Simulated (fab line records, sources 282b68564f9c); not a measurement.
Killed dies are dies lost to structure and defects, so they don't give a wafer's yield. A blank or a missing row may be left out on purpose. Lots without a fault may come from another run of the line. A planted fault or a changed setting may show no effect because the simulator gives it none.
A struck lot beside a sound one | flow rit_cmos | 27 steps out of a route of 202
Sound: wafers L228.1, L228.2, L228.6. Struck: wafers L215.2, L215.4, L215.5. The cause comes at the end.
At each step with rows: each side's tool, then ch and its chambers, then its first start. Under that, the readings that differ: sound wafers | struck wafers | difference of the means | sigmas: that difference in standard deviations of wafers without a fault.
alike: readings whose means differ by less than 2 such deviations, and words and numbers that are the same on both sides. not compared: withheld readings, readings that some wafer has no value for, bounds like >300 that may hide the same value, and numbers for which the record gives no deviation and whose values overlap.
The two part at a step that has a row with sigmas, a row that says differs or no value, or rows on one side only. Numbers that don't overlap but have no deviation are shown without sigmas and don't part them. A reading that every wafer of one side lacks parts them only if that side has two wafers or more.

first, 4 steps without rows for these wafers: RIT_CONTACT_SOFTBAKE_04 (time 60 s); RIT_CONTACT_EXPOSE_05 (exposes mask M11, target cd 1000 nm); RIT_CONTACT_PEB_06; RIT_CONTACT_DEVELOP_07 (develop time 120 s).
RIT_CONTACT_CD_MEAS_08: target cd 1000 nm.
  sound on cd_sem-02, day 7 03:51; struck on cd_sem-02, day 4 09:00
  alike: cd_nm
RIT_CONTACT_OVL_MEAS_09:
  sound on overlay-01, day 7 03:58; struck on overlay-02, day 4 09:07
  alike: CONTACT_OVL
then, 1 step without rows for these wafers: RIT_CONTACT_HARDBAKE_10 (time 60 s).
RIT_CONTACT_ETCH_11: etches SiO2 in CHF3/CF4/Ar, stops on TiSi2, target depth 480 nm, time 320 s.
  sound on rie_diel-04 ch 0,1,3, day 7 04:09; struck on rie_diel-02 ch 0,2,3, day 4 09:17
  alike: drypump_motor_current_A, oes_product_au, throttle_valve_pct
  not compared: rf_hours_counter_h
RIT_CONTACT_STRIP_12: strips in O2, time 180 s.
  sound on plasma_asher-02 ch 0,1, day 7 04:21; struck on plasma_asher-01 ch 0,1, day 4 09:29
  alike: drypump_motor_current_A
  not compared: rf_hours_counter_h
RIT_CONTACT_CD_MEAS_90: target cd 1000 nm.
  sound on cd_sem-02, day 7 04:31; struck on cd_sem-02, day 4 09:41
  alike: cd_nm
then, 2 steps without rows for these wafers: RIT_CONTACT_CLEAN_13 (cleans in SC1, time 600 s); RIT_CONTACT_CLEAN_14 (cleans in SC2, time 600 s).
RIT_M1_SPUTTER_00: material Al, target thk 400 nm, time 500 s.
  sound on pvd_sputter-01, day 7 05:01; struck on pvd_sputter-01, day 4 10:08
  reading                               | sound             | struck            | difference | sigmas
  model.Al_of_M1_SPUTTER_00.thk_nm (nm) | 403.3 412.6 401.6 | 502.6 505.9 505.6 | +98.9      |
  alike: substrate_temp_c, throttle_valve_pct
RIT_M1_RS_MEAS_01: measures by four-point-probe.
  sound on film_metro-01, day 7 05:18; struck on film_metro-04, day 4 10:26
  reading           | sound                | struck               | difference | sigmas
  M1_AL_RS (ohm/sq) | 0.0728 0.0711 0.0733 | 0.0582 0.0579 0.0580 | -0.0144    | -22
RIT_M1_THK_MEAS_02: measures by xrf.
  sound on film_metro-01, day 7 05:25; struck on film_metro-04, day 4 10:33
  reading        | sound       | struck      | difference | sigmas
  M1_AL_THK (nm) | 413 422 409 | 509 510 511 | +95        | +24
then, 6 steps without rows for these wafers: RIT_M1_HMDS_03 (prime time 60 s); RIT_M1_COAT_04 (resist thk 1300 nm); RIT_M1_SOFTBAKE_05 (time 60 s); RIT_M1_EXPOSE_06 (exposes mask M12, target cd 2600 nm); RIT_M1_PEB_07; RIT_M1_DEVELOP_08 (develop time 68 s).
RIT_M1_CD_MEAS_09: target cd 2600 nm.
  sound on cd_sem-02, day 7 06:29; struck on cd_sem-02, day 4 11:30
  alike: cd_nm
RIT_M1_OVL_MEAS_10:
  sound on overlay-02, day 7 06:37; struck on overlay-02, day 4 11:37
  alike: M1_OVL
then, 1 step without rows for these wafers: RIT_M1_HARDBAKE_11 (time 120 s).
RIT_M1_METAL_ETCH_12: etches Al in Cl2/BCl3, stops on SiO2, time 165 s, target depth 600 nm.
  sound on rie_metal-01 ch 0,1, day 7 06:53; struck on rie_metal-03 ch 0,1, day 4 12:02
  reading               | sound             | struck            | difference | sigmas
  oes_product_au (a.u.) | 0.769 0.811 0.811 | 0.882 0.896 0.902 | +0.096     | +7
  alike: drypump_motor_current_A, throttle_valve_pct
  not compared: rf_hours_counter_h
then, 1 step without rows for these wafers: RIT_M1_STRIP_13 (strips in nmp, time 600 s).
RIT_M1_PROBE_99:
  sound on prober-01, day 7 09:09; struck on prober-01, day 4 14:20
  reading                                        | sound                      | struck                        | difference | sigmas
  killed_at_contacts                             | 0 0 1                      | 0 0 0                         | +0         | -2
  model.etest.m1_comb_over_steps.leak_log10_a_um | -12.84 -12.81 -12.88       | -12.34 -11.17 -11.17          | +1.28      |
  model.etest.m1.rs_ohm_sq                       | 0.07161 0.07028 0.07262    | 0.05781 0.05742 0.05727       | -0.01400   |
  model.etest.antenna_m1.vt_shift_v (V)          | -0.0152 -0.01078 -0.009118 | -0.007226 -0.000326 -0.001221 | +0.008775  |
  alike: defect_limited_yield, killed_at_front_end, killed_dies, killed_open, killed_short, sort_bin_3_pad_short, sort_bin_5_function, sort_bin_6_memory, sort_n_pass, sort_yield_pct

WHERE THEY PART
First at RIT_M1_RS_MEAS_01; last, within this record, at RIT_M1_PROBE_99.

WHY: what the simulator had put in
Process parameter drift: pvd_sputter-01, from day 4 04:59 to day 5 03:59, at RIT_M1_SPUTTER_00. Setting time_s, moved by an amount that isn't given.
